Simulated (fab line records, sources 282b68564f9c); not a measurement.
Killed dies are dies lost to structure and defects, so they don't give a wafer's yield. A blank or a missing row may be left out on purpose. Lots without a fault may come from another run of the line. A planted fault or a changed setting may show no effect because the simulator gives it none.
Which tool did it? | flow rit_cmos | 14 lots, 42 wafers sampled, at 5 steps of a route of 202

WHAT THE GAUGES READ, wafer by wafer
RIT_FOX2_THK_MEAS_01. Usual: FOX2_OXIDE_THK 349 nm, standard deviation 7.7.
lot  | measured    | on            | FOX2_OXIDE_THK (nm) | flag
L568 | day 1 20:56 | film_metro-03 | 345 342 344         |
L569 | day 2 01:17 | film_metro-03 | 363 364 364         |
L570 | day 2 06:07 | film_metro-03 | 348 348 348         |
L571 | day 2 11:25 | film_metro-03 | 341 350 338         |
L573 | day 2 20:14 | film_metro-03 | 335 352 346         |
L574 | day 3 00:43 | film_metro-03 | 352 356 350         |
L576 | day 3 13:11 | film_metro-03 | 344 344 345         |
L579 | day 4 03:16 | film_metro-04 | 347 359 353         |
L581 | day 4 13:15 | film_metro-03 | 356 351 345         |
L584 | day 5 03:43 | film_metro-03 | 353 353 357         |
L586 | day 5 14:02 | film_metro-01 | 350 359 352         |
L587 | day 5 19:56 | film_metro-04 | 334 340 340         |
L589 | day 6 05:29 | film_metro-03 | 359 361 357         |
L591 | day 6 15:18 | film_metro-03 | 356 360 354         |

RIT_GATE_THK_MEAS_09. Usual: GATE_POLY_THK 243.8 nm, standard deviation 2.2.
lot  | measured    | on            | GATE_POLY_THK (nm) | flag
L568 | day 2 15:01 | film_metro-01 | 245.3 247.2 246.2  |
L569 | day 2 20:36 | film_metro-03 | 245.0 245.3 245.4  |
L570 | day 2 23:29 | film_metro-03 | 245.3 242.9 244.5  |
L571 | day 3 10:58 | film_metro-01 | 241.3 240.8 242.5  |
L573 | day 3 20:06 | film_metro-03 | 243.8 245.6 244.6  |
L574 | day 3 22:55 | film_metro-03 | 246.6 245.5 246.5  |
L576 | day 4 09:38 | film_metro-04 | 244.8 242.9 245.1  |
L579 | day 4 22:40 | film_metro-04 | 242.7 245.9 243.7  |
L581 | day 5 06:34 | film_metro-04 | 242.9 244.4 244.7  |
L584 | day 5 23:20 | film_metro-01 | 244.4 244.6 243.6  |
L586 | day 6 11:38 | film_metro-04 | 242.0 243.1 241.8  |
L587 | day 6 14:11 | film_metro-01 | 244.6 243.4 241.2  |
L589 | day 7 01:23 | film_metro-03 | 244.6 242.7 243.1  |
L591 | day 7 11:21 | film_metro-03 | 244.2 241.7 243.6  |

RIT_SDANNEAL_RS_MEAS_04: measures by four-point-probe. Usual: PSD_RS 115.58 ohm/sq, standard deviation 0.29.
lot  | measured    | on            | PSD_RS (ohm/sq)                     | flag
L568 | day 3 08:23 | film_metro-04 | 115.38 115.60 115.03                |
L569 | day 3 13:48 | film_metro-02 | 115.79 115.68 115.89                |
L570 | day 3 18:11 | film_metro-02 | 115.50 115.73 115.57                |
L571 | day 4 02:04 | film_metro-01 | 115.37 115.62 115.39                |
L573 | day 4 09:44 | film_metro-02 | 115.22 115.25 115.53                |
L574 | day 4 12:23 | film_metro-02 | 115.54 115.61 115.57                |
L576 | day 4 23:28 | film_metro-02 | 115.59 115.26 115.34                |
L579 | day 5 13:34 | film_metro-04 | 116.49 115.85 115.54                |
L581 | day 5 20:55 | film_metro-01 | 116.32 116.26 115.86                |
L584 | day 6 14:13 | film_metro-02 | 72.17 72.44 72.61 72.40 72.58 72.34 | OFF
L586 | day 7 01:17 | film_metro-04 | 72.39 72.10 71.91 72.36 72.11 71.76 | OFF
L587 | day 7 04:07 | film_metro-02 | 115.73 115.42 115.64                |
L589 | day 7 16:50 | film_metro-04 | 115.45 115.64 115.78                |
L591 | day 8 01:52 | film_metro-01 | 115.40 115.15 115.22                |

WHICH TOOL RAN EACH LOT (tool, then ch and the chambers of the sampled wafers, then the start)
lot  | RIT_GATE_STRIP_20                   | RIT_SDANNEAL_RTA_03
L568 | plasma_asher-02 ch 0, day 2 16:29   | rtp_anneal-01 ch 0, day 3 08:20
L569 | plasma_asher-03 ch 0,1, day 2 22:10 | rtp_anneal-02 ch 0, day 3 13:44
L570 | plasma_asher-02 ch 0,1, day 3 05:38 | rtp_anneal-01 ch 0, day 3 18:07
L571 | plasma_asher-03 ch 0,1, day 3 12:27 | rtp_anneal-02 ch 0, day 4 02:01
L573 | plasma_asher-01 ch 1, day 3 21:26   | rtp_anneal-02 ch 0, day 4 09:40
L574 | plasma_asher-01 ch 0,1, day 4 00:13 | rtp_anneal-01 ch 0, day 4 12:19
L576 | plasma_asher-01 ch 0,1, day 4 11:00 | rtp_anneal-01 ch 0, day 4 23:23
L579 | plasma_asher-01 ch 1, day 4 23:59   | rtp_anneal-02 ch 0, day 5 13:31
L581 | plasma_asher-02 ch 0,1, day 5 08:03 | rtp_anneal-02 ch 0, day 5 20:51
L584 | plasma_asher-03 ch 0,1, day 6 00:38 | rtp_anneal-01 ch 0, day 6 14:09
L586 | plasma_asher-01 ch 0,1, day 6 13:05 | rtp_anneal-01 ch 0, day 7 01:13
L587 | plasma_asher-03 ch 0,1, day 6 15:33 | rtp_anneal-02 ch 0, day 7 04:00
L589 | plasma_asher-02 ch 0, day 7 02:50   | rtp_anneal-02 ch 0, day 7 16:46
L591 | plasma_asher-01 ch 0,1, day 7 12:41 | rtp_anneal-02 ch 0, day 8 01:49
- RIT_GATE_STRIP_20: strips in O2, time 180 s.
- RIT_SDANNEAL_RTA_03: time 5 s.

WHAT THE TOOLS THEMSELVES READ (means of the sampled wafers that have a number; where no wafer has one, the mark that the record gives instead)
RIT_GATE_STRIP_20. Usual: drypump_motor_current_A 5.6 A, standard deviation 0.36.
lot  | tool            | drypump_motor_current_A (A) | flag
L568 | plasma_asher-02 | 5.5                         |
L569 | plasma_asher-03 | 5.3                         |
L570 | plasma_asher-02 | 5.6                         |
L571 | plasma_asher-03 | 5.4                         |
L573 | plasma_asher-01 | 5.5                         |
L574 | plasma_asher-01 | 5.8                         |
L576 | plasma_asher-01 | 5.7                         |
L579 | plasma_asher-01 | 5.5                         |
L581 | plasma_asher-02 | 5.6                         |
L584 | plasma_asher-03 | 5.3                         |
L586 | plasma_asher-01 | 6.0                         |
L587 | plasma_asher-03 | 5.5                         |
L589 | plasma_asher-02 | 5.5                         |
L591 | plasma_asher-01 | 6.0                         |

RIT_SDANNEAL_RTA_03. Usual: wafer_temp_C_max 1053.5, standard deviation 1.2.
lot  | tool          | wafer_temp_C_max | flag
L568 | rtp_anneal-01 | 1053.2           |
L569 | rtp_anneal-02 | 1053.2           |
L570 | rtp_anneal-01 | 1054.8           |
L571 | rtp_anneal-02 | 1053.1           |
L573 | rtp_anneal-02 | 1053.0           |
L574 | rtp_anneal-01 | 1052.9           |
L576 | rtp_anneal-01 | 1053.1           |
L579 | rtp_anneal-02 | 1053.8           |
L581 | rtp_anneal-02 | 1054.6           |
L584 | rtp_anneal-01 | 1053.4           |
L586 | rtp_anneal-01 | 1053.4           |
L587 | rtp_anneal-02 | 1052.8           |
L589 | rtp_anneal-02 | 1053.5           |
L591 | rtp_anneal-02 | 1055.1           |

THE ANSWER, worked out from the rows above alone
Rule: a lot is off if the mean of its wafers that have a number lies more than 3 standard deviations from the usual mean. A lot without any number at a reading at which 4 lots or more have one is off too. The other lots that the step has rows for count as sound. The gauges are gone through in route order, then the tools' own readings, and for those a lot's mean is taken as printed above. The first step at which some lot is off is used, and at that step the reading that is off furthest; a lot without a number counts as furthest.
Off: L584, L586, at RIT_SDANNEAL_RS_MEAS_04 (PSD_RS).
A tool fits if, at a process step before that reading, it ran every lot that is off, and no sound lot after the first of them. The gauges at RIT_SDANNEAL_RS_MEAS_04 are tried like those tools. One fits: rtp_anneal-01 at RIT_SDANNEAL_RTA_03. Its last sound lot is L576 (day 4 23:23), its first lot that is off L584 (day 6 14:09): a fault that began between those two fits.

WHAT THE SIMULATOR HAD PUT IN
Process parameter drift: rtp_anneal-01, from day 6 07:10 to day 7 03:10, at RIT_SDANNEAL_RTA_03. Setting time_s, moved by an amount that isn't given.
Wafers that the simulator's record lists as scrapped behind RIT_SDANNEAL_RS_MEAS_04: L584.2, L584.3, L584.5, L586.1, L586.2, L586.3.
Lots struck among those shown: L584, L586. The rule above found the same.
